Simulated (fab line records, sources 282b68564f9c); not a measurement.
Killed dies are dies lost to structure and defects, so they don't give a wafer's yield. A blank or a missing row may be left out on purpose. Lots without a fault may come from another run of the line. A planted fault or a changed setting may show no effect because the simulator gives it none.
fab line records | flow rit_cmos
record lots=13 wafers=39 last_day=7
route steps=202 shown ACTIVE@9 SDANNEAL@156 SILICIDE@167 CONTACT@181 M1@202
lots that met no fault: from a run of the same line without faults
start_h: hours from the record's first day to the start of the lot's first wafer shown | wait_h: hours since the lot's step before | " the same as in the row above | L1.1+2: a row that stands for several wafers | - no value, or no start given | * or withheld: withheld | < > ~ a bound
route shown NAME@n: a module of which the file shows steps, and the number in the route of the first | usual: mean/standard deviation of fault-free wafers | same: alike in all rows | chamber/n: place in a boat | sites: the reading at each site | _std_site: their standard deviation | _edge_site: outer sites' mean less inner sites' | radius_mm: how far each site lies from the wafer's centre | mask NAME#n: copy n | behind: the tool/chamber that last shaped the wafer | hold: why the lot was held/for how many hours/how that ended | device: the transistor (n, p or np) that didn't switch | end of line: the same wafers' tests at the end of the route | a step without rows: its recipe alone | killed: dies lost to structure and defects at the first sort, not the wafer's yield | map: a wafer's dies, x killed, . not, _ none there
set.NAME: the setting as run; set.NAME@STEP: as run at that earlier step | model.NAME: the simulator's own value behind a step, which no gauge read
steps of the route over a sample of lots; a table a step, a row a wafer
services: from which hour (start_h, from the record's first day; less than 0 if before it) a tool's chamber was out of use, for how many hours, and why
## steps
# step RIT_ACTIVE_EXPOSE_08
# recipe mask_id=M1 na=0.6 source_shape=conventional sigma_outer=0.6 target_cd_nm=1400 dose_mj=225
# columns lot.wafer tool chamber start_h wait_h mask
L619.1+4+5 iline_stepper-02 0 15.00 0.1 M1#0
L620.2+4+6 iline_stepper-01 0 20.28 0.2 M1#0
L621.2+3+5 iline_stepper-01 0 24.87 0.1 M1#0
L623.2+4+6 iline_stepper-01 0 34.35 0.2 M1#0
L625.2+4+5 iline_stepper-01 0 47.22 0.2 M1#0
L626.2+4+6 iline_stepper-01 0 49.11 0.1 M1#0
L627.1+3+5 iline_stepper-01 0 54.04 0.1 M1#0
L628.2+4+5 iline_stepper-01 0 60.60 0.1 M1#0
L630.2+4+5 iline_stepper-01 0 70.73 0.2 M1#0
L631.1+4+5 iline_stepper-02 0 74.23 0.2 M1#0
L632.2+3+5 iline_stepper-01 0 80.37 0.2 M1_R1#0
L641.1+2+4 iline_stepper-02 0 125.10 0.2 M1#0
L642.2+5+6 iline_stepper-02 0 130.10 0.1 M1#0
# step RIT_ACTIVE_CD_MEAS_11
# recipe target_cd_nm=1400
# usual cd_nm=1399.6/2.5
# columns lot.wafer tool chamber start_h wait_h hold cd_nm
L619.1 cd_sem-01 - 15.40 - - 1398.9
L619.4 " - " " - 1400.5
L619.5 " - " " - 1399.2
L620.2 cd_sem-02 - 20.68 - - 1402.0
L620.4 " - " " - 1400.3
L620.6 " - " " - 1403.1
L621.2 cd_sem-02 - 25.27 - - 1401.1
L621.3 " - " " - 1402.4
L621.5 " - " " - 1400.3
L623.2 cd_sem-02 - 34.75 - - 1400.2
L623.4 " - " " - 1399.0
L623.6 " - " " - 1398.9
L625.2 cd_sem-01 - 47.62 - - 1400.2
L625.4 " - " " - 1399.1
L625.5 " - " " - 1401.5
L626.2 cd_sem-02 - 49.64 - - 1398.6
L626.4 " - " " - 1397.4
L626.6 " - " " - 1400.8
L627.1 cd_sem-02 - 54.44 - - 1394.5
L627.3 " - " " - 1395.6
L627.5 " - " " - 1392.8
L628.2 cd_sem-02 - 61.00 - - 1394.5
L628.4 " - " " - 1392.7
L628.5 " - " " - 1395.0
L630.2 cd_sem-01 - 71.13 - - 1398.5
L630.4 " - " " - 1400.4
L630.5 " - " " - 1400.8
L631.1 cd_sem-02 - 74.63 - - 1398.7
L631.4 " - " " - 1399.8
L631.5 " - " " - 1398.9
L632.2 cd_sem-02 - 80.77 - await_dispo/0.2h/release 1547.6
L632.3 " - " " await_dispo/0.2h/release 1548.7
L632.5 " - " " await_dispo/0.2h/release 1549.2
L632.2 cd_sem-02 - 81.06 0.3 - 1547.9
L632.3 " - " " - 1549.0
L632.5 " - " " - 1549.5
L641.1 cd_sem-01 - 125.50 - - 1401.0
L641.2 " - " " - 1403.8
L641.4 " - " " - 1402.6
L642.2 cd_sem-01 - 130.50 - - 1400.0
L642.5 " - " " - 1399.8
L642.6 " - " " - 1400.0
# step RIT_SDANNEAL_RTA_03
# recipe temp_c=1050 time_s=5 idle_temp_c=600 ramp_up_c_per_s=342 ramp_down_c_per_s=171 cool_to_c=600 ambient=N2
# usual wafer_temp_C_max=1053.4/1.1
# columns lot.wafer tool chamber start_h wait_h wafer_temp_C_max
L619.1 rtp_anneal-02 0 52.34 0.0 1052.2
L619.4 " 0 " " 1054.6
L619.5 " 0 " " 1056.4
L620.2 rtp_anneal-01 0 60.60 0.0 1053.5
L620.4 " 0 " " 1052.7
L620.6 " 0 " " 1052.8
L621.2 rtp_anneal-02 0 65.89 0.0 1052.3
L621.3 " 0 " " 1054.3
L621.5 " 0 " " 1052.8
L623.2 rtp_anneal-02 0 76.66 0.0 1050.6
L623.4 " 0 " " 1052.8
L623.6 " 0 " " 1054.4
L625.2 rtp_anneal-02 0 85.27 0.0 1052.2
L625.4 " 0 " " 1054.8
L625.5 " 0 " " 1053.5
L626.2 rtp_anneal-01 0 90.40 0.0 1052.3
L626.4 " 0 " " 1052.6
L626.6 " 0 " " 1053.4
L627.1 rtp_anneal-02 0 98.58 0.0 1052.1
L627.3 " 0 " " 1053.6
L627.5 " 0 " " 1051.0
L628.2 rtp_anneal-01 0 100.38 0.0 1053.0
L628.4 " 0 " " 1054.0
L628.5 " 0 " " 1053.1
L630.2 rtp_anneal-01 0 111.77 0.0 1052.8
L630.4 " 0 " " 1054.1
L630.5 " 0 " " 1054.5
L631.1 rtp_anneal-02 0 113.77 0.0 1052.8
L631.4 " 0 " " 1053.9
L631.5 " 0 " " 1054.3
L641.1 rtp_anneal-02 0 164.04 0.0 1052.9
L641.2 " 0 " " 1052.8
L641.4 " 0 " " 1052.8
L642.2 rtp_anneal-01 0 166.87 0.0 1053.8
L642.5 " 0 " " 1053.6
L642.6 " 0 " " 1052.1
# step RIT_SILICIDE_RTA_06
# recipe temp_c=750 time_s=10 idle_temp_c=25 ramp_up_s=5 ramp_down_s=10 cool_to_c=25 ambient=N2
# usual wafer_temp_C_max=753.2/0.81
# columns lot.wafer tool chamber start_h wait_h wafer_temp_C_max
L619.1 rtp_anneal-02 0 53.33 0.0 754.0
L619.4 " 0 " " 754.2
L619.5 " 0 " " 753.7
L620.2 rtp_anneal-01 0 61.59 0.0 752.9
L620.4 " 0 " " 752.6
L620.6 " 0 " " 752.2
L621.2 rtp_anneal-02 0 66.88 0.0 753.9
L621.3 " 0 " " 753.4
L621.5 " 0 " " 753.3
L623.2 rtp_anneal-02 0 77.65 0.0 753.5
L623.4 " 0 " " 754.5
L623.6 " 0 " " 753.8
L625.2 rtp_anneal-02 0 86.26 0.0 753.4
L625.4 " 0 " " 752.7
L625.5 " 0 " " 754.3
L626.2 rtp_anneal-01 0 91.40 0.0 753.0
L626.4 " 0 " " 752.3
L626.6 " 0 " " 751.8
L627.1 rtp_anneal-02 0 99.57 0.0 753.6
L627.3 " 0 " " 752.9
L627.5 " 0 " " 754.2
L628.2 rtp_anneal-01 0 101.37 0.0 753.6
L628.4 " 0 " " 753.1
L628.5 " 0 " " 754.2
L630.2 rtp_anneal-01 0 112.76 0.0 753.4
L630.4 " 0 " " 752.9
L630.5 " 0 " " 753.2
L631.1 rtp_anneal-02 0 114.76 0.0 752.3
L631.4 " 0 " " 754.6
L631.5 " 0 " " 754.2
L641.1 rtp_anneal-02 0 165.03 0.0 752.9
L641.2 " 0 " " 753.5
L641.4 " 0 " " 754.2
L642.2 rtp_anneal-01 0 167.86 0.0 754.5
L642.5 " 0 " " 752.1
L642.6 " 0 " " 753.0
# step RIT_CONTACT_CD_MEAS_90
# recipe target_cd_nm=1000
# usual cd_nm=1000.1/2
# columns lot.wafer tool chamber start_h wait_h cd_nm
L619.1 cd_sem-01 - 55.27 0.1 996.5
L619.4 " - " " 996.8
L619.5 " - " " 996.5
L620.2 cd_sem-02 - 63.54 0.1 1000.6
L620.4 " - " " 999.5
L620.6 " - " " 998.3
L621.2 cd_sem-01 - 68.84 0.1 997.9
L621.3 " - " " 999.6
L621.5 " - " " 1001.5
L623.2 cd_sem-01 - 79.48 0.1 998.1
L623.4 " - " " 1002.1
L623.6 " - " " 999.4
L625.2 cd_sem-02 - 88.23 0.1 1001.9
L625.4 " - " " 1000.2
L625.5 " - " " 1001.3
L626.2 cd_sem-02 - 93.25 0.2 996.4
L626.4 " - " " 999.0
L626.6 " - " " 999.9
L627.1 cd_sem-02 - 101.39 0.1 999.4
L627.3 " - " " 1001.8
L627.5 " - " " 1000.1
L628.2 cd_sem-02 - 103.32 0.1 1000.8
L628.4 " - " " 1000.3
L628.5 " - " " 999.2
L630.2 cd_sem-02 - 114.71 0.1 1002.3
L630.4 " - " " 1002.3
L630.5 " - " " 1002.3
L631.1 cd_sem-01 - 116.71 0.1 999.5
L631.4 " - " " 999.7
L631.5 " - " " 999.4
L641.1 cd_sem-02 - 166.97 0.1 999.9
L641.2 " - " " 1000.0
L641.4 " - " " 998.8
L642.2 cd_sem-01 - 169.69 0.1 1000.5
L642.5 " - " " 1002.5
L642.6 " - " " 1002.5
# step RIT_M1_PROBE_99
# usual defect_limited_yield=97.4/1 killed_at_contacts=0.1/0.3 killed_at_front_end=6.7/2.6 killed_dies=6.8/2.6 killed_open=3.3/1.7 killed_short=3.4/2 sort_bin_3_pad_short=0.1/0.24 sort_bin_5_function=1.5/0.77 sort_bin_6_memory=1.0/0.61 sort_n_pass=257.2/2.6 sort_yield_pct=97.4/1
# same gross_dies=264 killed_at_M0_to_M3=0 killed_at_M4_up=0 killed_at_back_side=0 killed_at_other=0
# columns lot.wafer tool chamber start_h wait_h defect_limited_yield[%] killed_at_contacts killed_at_front_end killed_dies killed_open killed_short sort_bin_3_pad_short[%] sort_bin_5_function[%] sort_bin_6_memory[%] sort_n_pass sort_yield_pct[%]
L619.1 prober-01 - 59.90 0.1 95.8 0 11 11 5 6 1.1 2.7 0.4 253.0 95.8
L619.4 prober-01 - 60.05 0.2 97.7 1 5 6 2 2 0 1.5 0.8 258.0 97.7
L619.5 prober-01 - 60.10 0.2 96.6 1 8 9 5 3 0.4 2.7 0.4 255.0 96.6
L630.2 prober-01 - 119.36 0.1 96.2 0 10 10 7 3 0 1.9 1.9 254.0 96.2
L630.4 prober-01 - 119.46 0.2 98.9 0 3 3 1 2 0 0.4 0.8 261.0 98.9
L630.5 prober-01 - 119.51 0.2 97.3 0 7 7 4 3 0 1.1 1.5 257.0 97.3
L631.1 prober-01 - 121.69 0.1 98.1 0 5 5 3 2 0 1.1 0.8 259.0 98.1
L631.4 prober-01 - 121.84 0.2 95.5 0 12 12 4 8 0.4 2.7 1.5 252.0 95.5
L631.5 prober-01 - 121.89 0.2 97.3 0 7 7 2 5 0 1.5 1.1 257.0 97.3
L641.1 prober-01 - 171.80 0.1 97.3 0 7 7 5 2 0 1.9 0.8 257.0 97.3
L641.2 prober-01 - 171.85 0.1 96.6 0 9 9 4 5 0 1.5 1.9 255.0 96.6
L641.4 prober-01 - 171.95 0.2 98.1 0 5 5 2 3 0 1.5 0.4 259.0 98.1
L642.2 prober-02 - 174.39 0.1 97.7 0 6 6 1 5 0 1.1 1.1 258.0 97.7
L642.5 prober-02 - 174.54 0.2 98.9 0 3 3 1 2 0.4 0.4 0.4 261.0 98.9
L642.6 prober-02 - 174.59 0.2 97.7 1 5 6 4 2 0 1.1 1.1 258.0 97.7
# killed by level:class
L619.1 SPACER:geometric_particle:short=3 FOX1:geometric_particle:open=2 GATE:geometric_particle:short=2 FOX2:geometric_particle:open=1 GATE:geometric_particle:open=1 REOX:geometric_particle:open=1 SILICIDE:geometric_particle:short=1
L619.4 GATE:geometric_particle:open=2 FOX1:geometric_particle:short=1 SPACER:geometric_particle:short=1 NWELL:coat_microbubble_printed=1 CONTACT:coat_microbubble_printed=1
L619.5 REOX:geometric_particle:open=2 FOX1:geometric_particle:short=1 FOX1:geometric_particle:open=1 GATE:geometric_particle:open=1 GATE:geometric_particle:short=1 SPACER:geometric_particle:open=1 SPACER:geometric_particle:short=1 CONTACT:coat_microbubble_printed=1
L630.2 GATE:geometric_particle:open=4 FOX1:geometric_particle:open=1 FOX2:geometric_particle:short=1 GATE:geometric_particle:short=1 REOX:geometric_particle:open=1 SILICIDE:geometric_particle:open=1 SILICIDE:geometric_particle:short=1
L630.4 GATE:geometric_particle:short=2 FOX1:geometric_particle:open=1
L630.5 GATE:geometric_particle:open=2 REOX:geometric_particle:short=2 FOX2:geometric_particle:open=1 GATE:geometric_particle:short=1 SILICIDE:geometric_particle:open=1
L631.1 GATE:geometric_particle:open=2 ACTIVE:geometric_particle:open=1 GATE:geometric_particle:short=1 SPACER:geometric_particle:short=1
L631.4 GATE:geometric_particle:short=4 GATE:geometric_particle:open=3 SILICIDE:geometric_particle:short=3 FOX1:geometric_particle:open=1 SPACER:geometric_particle:short=1
L631.5 GATE:geometric_particle:short=3 GATE:geometric_particle:open=2 SPACER:geometric_particle:short=2
L641.1 SPACER:geometric_particle:open=2 FOX1:geometric_particle:open=1 GATE:geometric_particle:short=1 GATE:geometric_particle:open=1 REOX:geometric_particle:open=1 SPACER:geometric_particle:short=1
L641.2 REOX:geometric_particle:short=3 REOX:geometric_particle:open=2 FOX1:geometric_particle:open=1 FOX1:geometric_particle:short=1 GATE:geometric_particle:short=1 SILICIDE:geometric_particle:open=1
L641.4 GATE:geometric_particle:short=2 GATE:geometric_particle:open=1 REOX:geometric_particle:short=1 SILICIDE:geometric_particle:open=1
L642.2 REOX:geometric_particle:short=3 SILICIDE:geometric_particle:short=2 FOX1:geometric_particle:open=1
L642.5 FOX1:geometric_particle:short=1 REOX:geometric_particle:short=1 REOX:geometric_particle:open=1
L642.6 FOX1:geometric_particle:short=1 FOX1:geometric_particle:open=1 GATE:geometric_particle:short=1 REOX:geometric_particle:open=1 SILICIDE:geometric_particle:open=1 CONTACT:geometric_particle:open=1
## services
# columns tool chamber start_h hours kind
iline_stepper-01 0 8.40 - calibration
iline_stepper-02 - 70.56 2.1 repair
iline_stepper-01 - 84.15 8.8 repair
iline_stepper-01 - 84.47 8.8 repair
iline_stepper-01 - 117.68 2.5 repair
iline_stepper-02 0 132.33 - calibration
iline_stepper-02 - 145.93 7.0 repair
iline_stepper-01 - 152.92 1.7 pm
## key
first_sign step=RIT_ACTIVE_EXPOSE_08 reading=mask direction=changed
effect step=RIT_ACTIVE_CD_MEAS_11 reading=visit direction=added
effect step=RIT_ACTIVE_CD_MEAS_11 reading=cd_nm direction=up sigmas=59 usual=1399.6 struck=1548.5
met_at RIT_ACTIVE_EXPOSE_08
struck_lots L632
scrapped_behind RIT_ACTIVE_CD_MEAS_11 L632.2,L632.3,L632.5
not_acting_at RIT_SDANNEAL_RTA_03,RIT_SILICIDE_RTA_06,RIT_CONTACT_CD_MEAS_90
onset_between 70.73 80.37
fault kind=wrong_mask tool=any chamber=- onset_h=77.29 steps=RIT_ACTIVE_EXPOSE_08 aux_copy=M1_R1#0 cd_offset_nm=150 scope=struck_lots_only
